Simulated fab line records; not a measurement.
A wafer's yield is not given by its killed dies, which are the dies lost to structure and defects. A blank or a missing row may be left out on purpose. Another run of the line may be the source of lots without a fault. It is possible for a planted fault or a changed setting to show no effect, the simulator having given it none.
Which tool did it?    flow rit-cmos    42 wafers from 14 lots sampled at 2 of the route's 202 steps

## WHAT THE GAUGES READ, wafer by wafer
RIT_PWELL_TW_MEAS_10.
lot   measured     on             PWELL_TW
L683  day 2 07:32  film-metro-04  950 951 949
L684  day 2 09:15  film-metro-02  950 953 950
L687  day 3 03:05  film-metro-02  956 955 953
L691  day 3 16:43  film-metro-03  2031 2039 2032
L693  day 4 01:49  film-metro-02  2010 2002 2017
L696  day 4 17:23  film-metro-04  944 944 942
L697  day 4 23:24  film-metro-02  947 951 946
L698  day 5 03:09  film-metro-04  940 933 938
L699  day 5 08:19  film-metro-03  953 950 952
L700  day 5 13:47  film-metro-02  962 964 962
L703  day 6 05:37  film-metro-04  945 948 942
L704  day 6 13:05  film-metro-04  943 945 947
L705  day 6 20:28  film-metro-03  951 957 965
L706  day 7 01:53  film-metro-02  958 956 960

## EACH LOT AND THE TOOL THAT RAN IT (in order: tool; ch and the chambers of the sampled wafers; start)
lot   RIT_NWELL_COAT_01
L683  litho-track-03 ch 0, day 2 04:16
L684  litho-track-01 ch 0, day 2 06:10
L687  litho-track-03 ch 0, day 2 23:57
L691  litho-track-03 ch 0, day 3 13:49
L693  litho-track-03 ch 0, day 3 22:39
L696  litho-track-01 ch 0, day 4 14:24
L697  litho-track-01 ch 0, day 4 20:17
L698  litho-track-02 ch 0, day 5 00:07
L699  litho-track-02 ch 0, day 5 04:58
L700  litho-track-02 ch 0, day 5 10:39
L703  litho-track-01 ch 0, day 6 02:21
L704  litho-track-01 ch 0, day 6 10:04
L705  litho-track-03 ch 0, day 6 17:29
L706  litho-track-02 ch 0, day 6 22:52
- RIT_NWELL_COAT_01: resist thk 1300 nm.

## WHAT THE TOOLS THEMSELVES READ (means of the sampled wafers that have a number; where no wafer has one, the mark that the record gives instead)
RIT_NWELL_COAT_01.
lot   tool            chill-plate-temp-C (C)
L683  litho-track-03  23.04
L684  litho-track-01  22.91
L687  litho-track-03  22.89
L691  litho-track-03  23.01
L693  litho-track-03  22.94
L696  litho-track-01  22.99
L697  litho-track-01  23.08
L698  litho-track-02  22.99
L699  litho-track-02  22.98
L700  litho-track-02  22.98
L703  litho-track-01  23.00
L704  litho-track-01  23.10
L705  litho-track-03  22.97
L706  litho-track-02  23.02

## THE ANSWER, worked out from the rows above alone
Rule: usual is defined by the lots themselves. Put in order of their means at a reading, lots are off if they are a third of the lots or fewer, leave a main group of 4 or more, and stand apart from it by a gap of 3 or more times the standard deviation of the main group's means; of several such gaps the widest counts. The tables above print the reading to a certain number of digits; a main group whose means all agree to those digits is not used. Also off: a lot with no number at a reading for which 4 or more lots have one. Where the step has rows for the other lots, those lots are counted as sound. After the gauges, taken in route order, come the tools' own readings; for these a lot's mean is taken, as printed above. At the first step where some lot is off, the reading lying furthest off is the one used; lots without a number count as furthest.
Off: L691, L693, at RIT_PWELL_TW_MEAS_10 (PWELL_TW). The main group: mean 950, standard deviation 6.9.
If a tool, at a process step before that reading, ran all the lots that are off and no sound lot after the first of them, it fits. Gauges at RIT_PWELL_TW_MEAS_10: tried the same way as those tools. None of those tried fits.

## WHAT WAS PUT IN BY THE SIMULATOR
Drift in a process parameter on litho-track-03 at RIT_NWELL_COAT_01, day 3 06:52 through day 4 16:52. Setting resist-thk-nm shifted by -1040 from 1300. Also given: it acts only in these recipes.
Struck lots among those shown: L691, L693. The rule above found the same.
